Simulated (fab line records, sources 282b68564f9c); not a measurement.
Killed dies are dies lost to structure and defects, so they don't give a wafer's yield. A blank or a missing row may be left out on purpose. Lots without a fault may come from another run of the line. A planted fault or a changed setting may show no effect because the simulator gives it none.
fab line records | flow rit_cmos
record lots=5 wafers=15 last_day=7
route steps=202 shown ACTIVE@1 M1@202
lots that met no fault: from a run of the same line without faults
start_h: hours from the record's first day to the start of the lot's first wafer shown | wait_h: hours since the lot's step before | " the same as in the row above | L1.1+2: a row that stands for several wafers | - no value, or no start given | * or withheld: withheld | < > ~ a bound
route shown NAME@n: a module of which the file shows steps, and the number in the route of the first | usual: mean/standard deviation of fault-free wafers | same: alike in all rows | chamber/n: place in a boat | sites: the reading at each site | _std_site: their standard deviation | _edge_site: outer sites' mean less inner sites' | radius_mm: how far each site lies from the wafer's centre | mask NAME#n: copy n | behind: the tool/chamber that last shaped the wafer | hold: why the lot was held/for how many hours/how that ended | device: the transistor (n, p or np) that didn't switch | end of line: the same wafers' tests at the end of the route | a step without rows: its recipe alone | killed: dies lost to structure and defects at the first sort, not the wafer's yield | map: a wafer's dies, x killed, . not, _ none there
set.NAME: the setting as run; set.NAME@STEP: as run at that earlier step | model.NAME: the simulator's own value behind a step, which no gauge read
lots at some steps of the route; a table a step, a row a wafer
services: from which hour (start_h, from the record's first day; less than 0 if before it) a tool's chamber was out of use, for how many hours, and why
## steps
# step RIT_ACTIVE_BOW_MEAS_00
# recipe mode=bow
# usual INCOMING_BOW=0/6.1
# columns lot.wafer tool chamber start_h wait_h INCOMING_BOW[um]
L622.2 film_metro-02 - 25.02 - 0
L622.5 " - " " -3
L622.6 " - " " 2
L625.1 film_metro-04 - 40.00 - 6
L625.3 " - " " -4
L625.6 " - " " -2
L632.1 film_metro-03 - 75.00 - -10
L632.4 " - " " -2
L632.6 " - " " -2
L641.3 film_metro-04 - 120.04 - 9
L641.5 " - " " 8
L641.6 " - " " -1
L642.1 film_metro-03 - 125.00 - -4
L642.3 " - " " -6
L642.4 " - " " 0
# step RIT_ACTIVE_OXIDATION_01
# recipe temp_c=994.5 ambient=O2 target_thk_a=468 ox_time_s=3360
# step RIT_ACTIVE_THK_MEAS_02
# recipe reads=SiO2_of_ACTIVE_OXIDATION_01
# usual ACTIVE_OXIDE_THK=43.9/0.92
# columns lot.wafer tool chamber start_h wait_h ACTIVE_OXIDE_THK[nm]
L622.2 film_metro-03 - 28.83 0.0 43.4
L622.5 " - " " 43.1
L622.6 " - " " 43.5
L625.1 film_metro-03 - 45.09 0.0 44.6
L625.3 " - " " 43.8
L625.6 " - " " 44.1
L632.1 film_metro-02 - 78.24 0.0 43.7
L632.4 " - " " 42.9
L632.6 " - " " 43.1
L641.3 film_metro-03 - 123.03 0.0 44.8
L641.5 " - " " 44.9
L641.6 " - " " 43.5
L642.1 film_metro-04 - 128.10 0.0 44.2
L642.3 " - " " 43.5
L642.4 " - " " 44.0
# step RIT_ACTIVE_CVD_03
# recipe material=Si3N4 target_thk_nm=150 temp_c=810 precursor=SiH2Cl2/NH3 time_s=1500 pressure_mtorr=300 sih2cl2_flow_sccm=60 nh3_flow_sccm=150
# step RIT_ACTIVE_THK_MEAS_04
# recipe reads=Si3N4_of_ACTIVE_CVD_03
# usual ACTIVE_NITRIDE_THK=150.4/1.4
# columns lot.wafer tool chamber start_h wait_h ACTIVE_NITRIDE_THK[nm]
L622.2 film_metro-03 - 30.31 0.0 153.3
L622.5 " - " " 153.5
L622.6 " - " " 153.4
L625.1 film_metro-02 - 46.56 0.0 151.5
L625.3 " - " " 149.7
L625.6 " - " " 150.9
L632.1 film_metro-04 - 79.72 0.0 149.3
L632.4 " - " " 148.1
L632.6 " - " " 148.7
L641.3 film_metro-02 - 124.51 0.0 152.5
L641.5 " - " " 151.2
L641.6 " - " " 150.8
L642.1 film_metro-04 - 129.57 0.0 149.2
L642.3 " - " " 149.7
L642.4 " - " " 149.3
# step RIT_ACTIVE_HMDS_05
# recipe prime_time_s=60 prime_temp_c=140
# step RIT_ACTIVE_COAT_06
# recipe resist=NOVOLAK spin_rpm=3250 resist_thk_nm=1000
# step RIT_ACTIVE_SOFTBAKE_07
# recipe resist=NOVOLAK temp_c=90 time_s=60
# step RIT_ACTIVE_EXPOSE_08
# recipe mask_id=M1 na=0.6 source_shape=conventional sigma_outer=0.6 target_cd_nm=1400 dose_mj=225
# columns lot.wafer tool chamber start_h wait_h mask
L622.2+5+6 iline_stepper-02 0 30.95 0.2 M1#0
L625.1+3+6 iline_stepper-01 0 47.20 0.2 M1#0
L632.1+4+6 iline_stepper-01 0 80.35 0.2 M1_R1#0
L641.3+5+6 iline_stepper-02 0 125.14 0.2 M1#0
L642.1+3+4 iline_stepper-02 0 130.08 0.1 M1#0
# step RIT_ACTIVE_PEB_09
# recipe resist=NOVOLAK temp_c=withheld time_s=withheld
# step RIT_ACTIVE_DEVELOP_10
# recipe resist=NOVOLAK develop_time_s=50 dev_temp_c=23
# step RIT_ACTIVE_CD_MEAS_11
# recipe target_cd_nm=1400
# usual cd_nm=1399.6/2.5
# columns lot.wafer tool chamber start_h wait_h hold cd_nm
L622.2 cd_sem-02 - 31.35 - - 1399.3
L622.5 " - " " - 1400.4
L622.6 " - " " - 1397.9
L625.1 cd_sem-01 - 47.60 - - 1399.9
L625.3 " - " " - 1401.9
L625.6 " - " " - 1398.6
L632.1 cd_sem-02 - 80.75 - await_dispo/0.2h/release 1550.5
L632.4 " - " " await_dispo/0.2h/release 1549.0
L632.6 " - " " await_dispo/0.2h/release 1547.3
L632.1 cd_sem-02 - 81.04 0.3 - 1550.2
L632.4 " - " " - 1548.8
L632.6 " - " " - 1547.4
L641.3 cd_sem-01 - 125.54 - - 1403.6
L641.5 " - " " - 1400.6
L641.6 " - " " - 1403.1
L642.1 cd_sem-01 - 130.48 - - 1401.4
L642.3 " - " " - 1398.7
L642.4 " - " " - 1401.1
# step RIT_M1_PROBE_99
# usual defect_limited_yield=97.4/1 killed_at_front_end=6.7/2.6 killed_dies=6.8/2.6 killed_open=3.3/1.7 killed_short=3.4/2 sort_bin_3_pad_short=0.1/0.24 sort_bin_5_function=1.5/0.77 sort_bin_6_memory=1.0/0.61 sort_n_pass=257.2/2.6 sort_yield_pct=97.4/1
# same gross_dies=264 killed_at_M0_to_M3=0 killed_at_M4_up=0 killed_at_back_side=0 killed_at_contacts=0 killed_at_other=0
# columns lot.wafer tool chamber start_h wait_h defect_limited_yield[%] killed_at_front_end killed_dies killed_open killed_short sort_bin_3_pad_short[%] sort_bin_5_function[%] sort_bin_6_memory[%] sort_n_pass sort_yield_pct[%]
L622.2 prober-02 - 79.96 0.1 98.5 4 4 2 2 0 0.4 1.1 260.0 98.5
L622.5 prober-02 - 80.11 0.2 95.5 12 12 7 5 0 1.1 3.4 252.0 95.5
L622.6 prober-02 - 80.16 0.2 98.1 5 5 1 4 0 0.8 1.1 259.0 98.1
L625.1 prober-01 - 92.69 0.1 97.0 8 8 5 2 0 1.9 1.1 256.0 97.0
L625.3 prober-01 - 92.79 0.2 98.9 3 3 0 3 0 0.4 0.8 261.0 98.9
L625.6 prober-01 - 92.94 0.2 98.1 5 5 3 2 0 1.5 0.4 259.0 98.1
L641.3 prober-01 - 171.90 0.2 95.8 11 11 4 7 0 1.9 2.3 253.0 95.8
L641.5 prober-01 - 172.00 0.2 98.1 5 5 3 2 0 1.5 0.4 259.0 98.1
L641.6 prober-01 - 172.05 0.2 98.9 3 3 1 2 0 0.8 0.4 261.0 98.9
L642.1 prober-02 - 174.34 0.1 98.5 4 4 1 3 0 1.1 0.4 260.0 98.5
L642.3 prober-02 - 174.44 0.2 98.5 4 4 2 2 0 0.8 0.8 260.0 98.5
L642.4 prober-02 - 174.49 0.2 98.1 5 5 2 3 0.4 0 1.5 259.0 98.1
# killed by level:class
L622.2 FOX2:geometric_particle:open=2 SPACER:geometric_particle:short=2
L622.5 GATE:geometric_particle:open=4 GATE:geometric_particle:short=2 SILICIDE:geometric_particle:short=2 ACTIVE:geometric_particle:open=1 FOX1:geometric_particle:open=1 REOX:geometric_particle:open=1 SPACER:geometric_particle:short=1
L622.6 GATE:geometric_particle:short=2 SPACER:geometric_particle:short=1 REOX:geometric_particle:open=1 SILICIDE:geometric_particle:short=1
L625.1 SILICIDE:geometric_particle:open=2 ACTIVE:geometric_particle:open=1 FOX1:geometric_particle:open=1 FOX1:geometric_particle:short=1 GATE:geometric_particle:short=1 SPACER:geometric_particle:open=1 NWELL:coat_microbubble_printed=1
L625.3 FOX2:geometric_particle:short=1 REOX:geometric_particle:short=1 SPACER:geometric_particle:short=1
L625.6 FOX1:geometric_particle:short=2 GATE:geometric_particle:open=2 FOX2:geometric_particle:open=1
L641.3 GATE:geometric_particle:open=3 FOX1:geometric_particle:short=2 GATE:geometric_particle:short=2 SILICIDE:geometric_particle:short=2 REOX:geometric_particle:open=1 SPACER:geometric_particle:short=1
L641.5 FOX1:geometric_particle:open=1 FOX1:geometric_particle:short=1 GATE:geometric_particle:short=1 SPACER:geometric_particle:open=1 SILICIDE:geometric_particle:open=1
L641.6 GATE:geometric_particle:short=2 REOX:geometric_particle:open=1
L642.1 FOX1:geometric_particle:short=1 REOX:geometric_particle:short=1 REOX:geometric_particle:open=1 SILICIDE:geometric_particle:short=1
L642.3 REOX:geometric_particle:open=2 GATE:geometric_particle:short=1 REOX:geometric_particle:short=1
L642.4 FOX1:geometric_particle:short=2 GATE:geometric_particle:short=1 REOX:geometric_particle:open=1 SPACER:geometric_particle:open=1
## services
# columns tool chamber start_h hours kind
iline_stepper-01 0 8.40 - calibration
iline_stepper-02 - 70.56 2.1 repair
iline_stepper-01 - 84.15 8.8 repair
iline_stepper-01 - 84.47 8.8 repair
iline_stepper-01 - 117.68 2.5 repair
## key
first_sign step=RIT_ACTIVE_EXPOSE_08 reading=mask direction=changed
effect step=RIT_ACTIVE_CD_MEAS_11 reading=visit direction=added
effect step=RIT_ACTIVE_CD_MEAS_11 reading=cd_nm direction=up sigmas=59 usual=1399.6 struck=1548.9
met_at RIT_ACTIVE_EXPOSE_08
struck_wafers L632.1,L632.4,L632.6
scrapped_behind RIT_ACTIVE_CD_MEAS_11 L632.1,L632.4,L632.6
onset_between 47.20 80.35
fault kind=wrong_mask tool=any chamber=- onset_h=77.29 steps=RIT_ACTIVE_EXPOSE_08 aux_copy=M1_R1#0 cd_offset_nm=150 scope=struck_lots_only
